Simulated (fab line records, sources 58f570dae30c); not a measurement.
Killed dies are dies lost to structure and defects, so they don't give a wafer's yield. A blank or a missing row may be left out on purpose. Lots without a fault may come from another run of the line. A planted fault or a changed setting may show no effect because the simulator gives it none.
Which tool did it? | flow berkeley_cmos170 | 14 lots, 42 wafers sampled, at 5 steps of a route of 331

WHAT THE GAUGES READ, wafer by wafer
UCB170_PWELL_OVL_MEAS_13. Usual: PWELL_OVL 0 nm, standard deviation 6.2.
lot  | measured    | on         | PWELL_OVL (nm) | flag
L608 | day 3 06:48 | overlay-01 | -6 -13 -3      |
L609 | day 3 13:56 | overlay-01 | 16 11 12       |
L611 | day 4 01:43 | overlay-02 | 7 7 11         |
L610 | day 4 01:57 | overlay-01 | 1 8 4          |
L613 | day 4 08:16 | overlay-02 | 2 2 6          |
L612 | day 4 08:32 | overlay-02 | 5 9 1          |
L614 | day 4 19:02 | overlay-02 | 2 2 13         |
L616 | day 5 02:02 | overlay-02 | -8 -8 -10      |
L620 | day 5 17:34 | overlay-02 | -6 1 4         |
L623 | day 6 13:04 | overlay-02 | 10 -2 4        |
L626 | day 7 10:38 | overlay-01 | -2 4 3         |
L627 | day 7 17:13 | overlay-01 | -1 8 0         |
L628 | day 7 17:29 | overlay-02 | -5 -2 -8       |
L630 | day 8 10:05 | overlay-01 | 3 1 -7         |

UCB170_SDANNEAL_RS_MEAS_03: measures by four-point-probe. Usual: NSD_RS 37.30 ohm/sq, standard deviation 0.11.
lot  | measured     | on            | NSD_RS (ohm/sq)   | flag
L608 | day 8 14:46  | film_metro-02 | 37.24 37.27 37.32 |
L609 | day 8 14:55  | film_metro-03 | 37.24 37.22 37.25 |
L611 | day 9 00:58  | film_metro-03 | 37.25 37.28 37.24 |
L610 | day 9 00:58  | film_metro-02 | 37.24 37.10 37.31 |
L613 | day 9 01:13  | film_metro-04 | 37.41 37.43 37.36 |
L612 | day 9 01:26  | film_metro-02 | 37.16 37.14 37.18 |
L614 | day 9 12:24  | film_metro-03 | 37.58 37.58 37.61 |
L616 | day 10 03:57 | film_metro-02 | 37.17 37.14 37.04 |
L620 | day 10 18:11 | film_metro-03 | 37.41 37.40 37.43 |
L623 | day 10 18:08 | film_metro-02 | 37.34 37.23 37.27 |
L626 | day 11 20:17 | film_metro-04 | 37.23 37.34 37.25 |
L627 | day 12 08:14 | film_metro-02 | 37.16 37.08 37.09 |
L628 | day 12 08:27 | film_metro-04 | 37.33 37.28 37.36 |
L630 | day 12 20:38 | film_metro-02 | 37.27 37.18 37.21 |

UCB170_CONTACT_CD_MEAS_15: target cd 700 nm. Usual: cd_nm 699.6 nm, standard deviation 1.5.
lot  | measured     | on        | cd_nm (nm)                          | flag
L608 | day 8 20:49  | cd_sem-02 | 700.2 699.4 698.6                   |
L609 | day 8 22:05  | cd_sem-02 | 696.4 696.5 695.3                   |
L611 | day 9 05:55  | cd_sem-01 | 698.9 699.2 699.9                   |
L610 | day 9 06:16  | cd_sem-01 | 698.9 698.0 698.8                   |
L613 | day 9 11:13  | cd_sem-02 | 699.5 699.5 699.5                   |
L612 | day 9 10:19  | cd_sem-02 | 698.3 698.8 700.6                   |
L614 | day 9 18:17  | cd_sem-02 | 701.3 699.2 701.5                   |
L616 | day 10 11:14 | cd_sem-02 | 696.8 699.5 698.0                   |
L620 | day 11 00:49 | cd_sem-01 | 666.7 667.3 667.6 666.9 667.7 667.3 | OFF
L623 | day 11 00:31 | cd_sem-02 | 664.9 663.4 664.5 665.1 663.4 664.4 | OFF
L626 | day 12 02:20 | cd_sem-01 | 699.5 700.4 699.6                   |
L627 | day 12 15:34 | cd_sem-02 | 700.3 700.2 698.5                   |
L628 | day 12 15:56 | cd_sem-02 | 700.2 701.3 700.3                   |
L630 | day 13 01:20 | cd_sem-02 | 701.0 700.6 699.9                   |

UCB170_M1_THK_MEAS_02: measures by xrf. Usual: M1_AL_THK 603 nm, standard deviation 8.3.
lot  | measured     | on            | M1_AL_THK (nm) | flag
L608 | day 8 21:41  | film_metro-03 | 604 609 605    |
L609 | day 8 22:59  | film_metro-04 | 594 600 589    |
L611 | day 9 08:19  | film_metro-04 | 601 607 606    |
L610 | day 9 08:22  | film_metro-02 | 609 601 605    |
L613 | day 9 12:06  | film_metro-02 | 593 600 603    |
L612 | day 9 11:13  | film_metro-04 | 604 607 598    |
L614 | day 9 19:10  | film_metro-03 | 597 604 599    |
L616 | day 10 12:08 | film_metro-04 | 598 596 604    |
L620 | day 11 10:30 | film_metro-02 | 614 608 602    |
L623 | day 11 13:00 | film_metro-02 | 605 613 602    |
L626 | day 12 03:19 | film_metro-03 | 604 592 604    |
L627 | day 12 16:38 | film_metro-04 | 612 599 605    |
L628 | day 12 17:14 | film_metro-04 | 620 608 588    |
L630 | day 13 02:13 | film_metro-03 | 608 609 604    |

WHICH TOOL RAN EACH LOT (tool, then ch and the chambers of the sampled wafers, then the start)
lot  | UCB170_CONTACT_PEB_13
L608 | litho_track-04 ch 0, day 8 20:30
L609 | litho_track-01 ch 0, day 8 21:48
L611 | litho_track-02 ch 0, day 9 05:38
L610 | litho_track-01 ch 0, day 9 06:00
L613 | litho_track-02 ch 0, day 9 10:00
L612 | litho_track-04 ch 0, day 9 10:02
L614 | litho_track-01 ch 0, day 9 18:01
L616 | litho_track-04 ch 0, day 10 10:58
L620 | litho_track-01 ch 0, day 11 00:31
L623 | litho_track-01 ch 0, day 11 00:14
L626 | litho_track-02 ch 0, day 12 02:03
L627 | litho_track-04 ch 0, day 12 15:17
L628 | litho_track-04 ch 0, day 12 15:34
L630 | litho_track-02 ch 0, day 13 01:04
- UCB170_CONTACT_PEB_13

WHAT THE TOOLS THEMSELVES READ (means of the sampled wafers that have a number; where no wafer has one, the mark that the record gives instead)
UCB170_CONTACT_PEB_13. Usual: heater_power_total_W 56.80 W, standard deviation 0.047; plate_temp_C 130.01 C, standard deviation 0.13.
lot  | tool           | heater_power_total_W (W) | plate_temp_C (C) | flag
L608 | litho_track-04 | 56.82                    | 129.86           |
L609 | litho_track-01 | 56.79                    | 130.12           |
L611 | litho_track-02 | 56.80                    | 130.02           |
L610 | litho_track-01 | 56.83                    | 129.96           |
L613 | litho_track-02 | 56.76                    | 130.13           |
L612 | litho_track-04 | 56.79                    | 129.95           |
L614 | litho_track-01 | 56.79                    | 129.94           |
L616 | litho_track-04 | 56.82                    | 129.82           |
L620 | litho_track-01 | 54.27                    | 125.57           | OFF
L623 | litho_track-01 | 54.30                    | 125.65           | OFF
L626 | litho_track-02 | 56.80                    | 129.97           |
L627 | litho_track-04 | 56.83                    | 130.14           |
L628 | litho_track-04 | 56.84                    | 130.01           |
L630 | litho_track-02 | 56.82                    | 130.09           |

THE ANSWER, worked out from the rows above alone
Rule: a lot is off if the mean of its wafers that have a number lies more than 3 standard deviations from the usual mean. A lot without any number at a reading at which 4 lots or more have one is off too. The other lots that the step has rows for count as sound. The gauges are gone through in route order, then the tools' own readings, and for those a lot's mean is taken as printed above. The first step at which some lot is off is used, and at that step the reading that is off furthest; a lot without a number counts as furthest.
Off: L620, L623, at UCB170_CONTACT_CD_MEAS_15 (cd_nm).
A tool fits if, at a process step before that reading, it ran every lot that is off, and no sound lot after the first of them. The gauges at UCB170_CONTACT_CD_MEAS_15 aren't tried: what is off there is off at UCB170_CONTACT_PEB_13 too, on other tools, and a gauge's error can't cause that. One fits: litho_track-01 at UCB170_CONTACT_PEB_13. Its last sound lot is L614 (day 9 18:01), its first lot that is off L623 (day 11 00:14): a fault that began between those two fits.
The tool's own readings at UCB170_CONTACT_PEB_13 bear it out: on the lots that are off they differ by more than 5 times the standard deviation of the sound lots' means. heater_power_total_W reads 54.28 W there against 56.81 W on the sound lots; plate_temp_C reads 125.61 C there against 130.00 C on the sound lots.

WHAT THE SIMULATOR HAD PUT IN
Process parameter drift: litho_track-01, from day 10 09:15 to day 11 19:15, at UCB170_CONTACT_PEB_13. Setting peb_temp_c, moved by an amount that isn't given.
Lots struck among those shown: L620, L623. The rule above found the same.
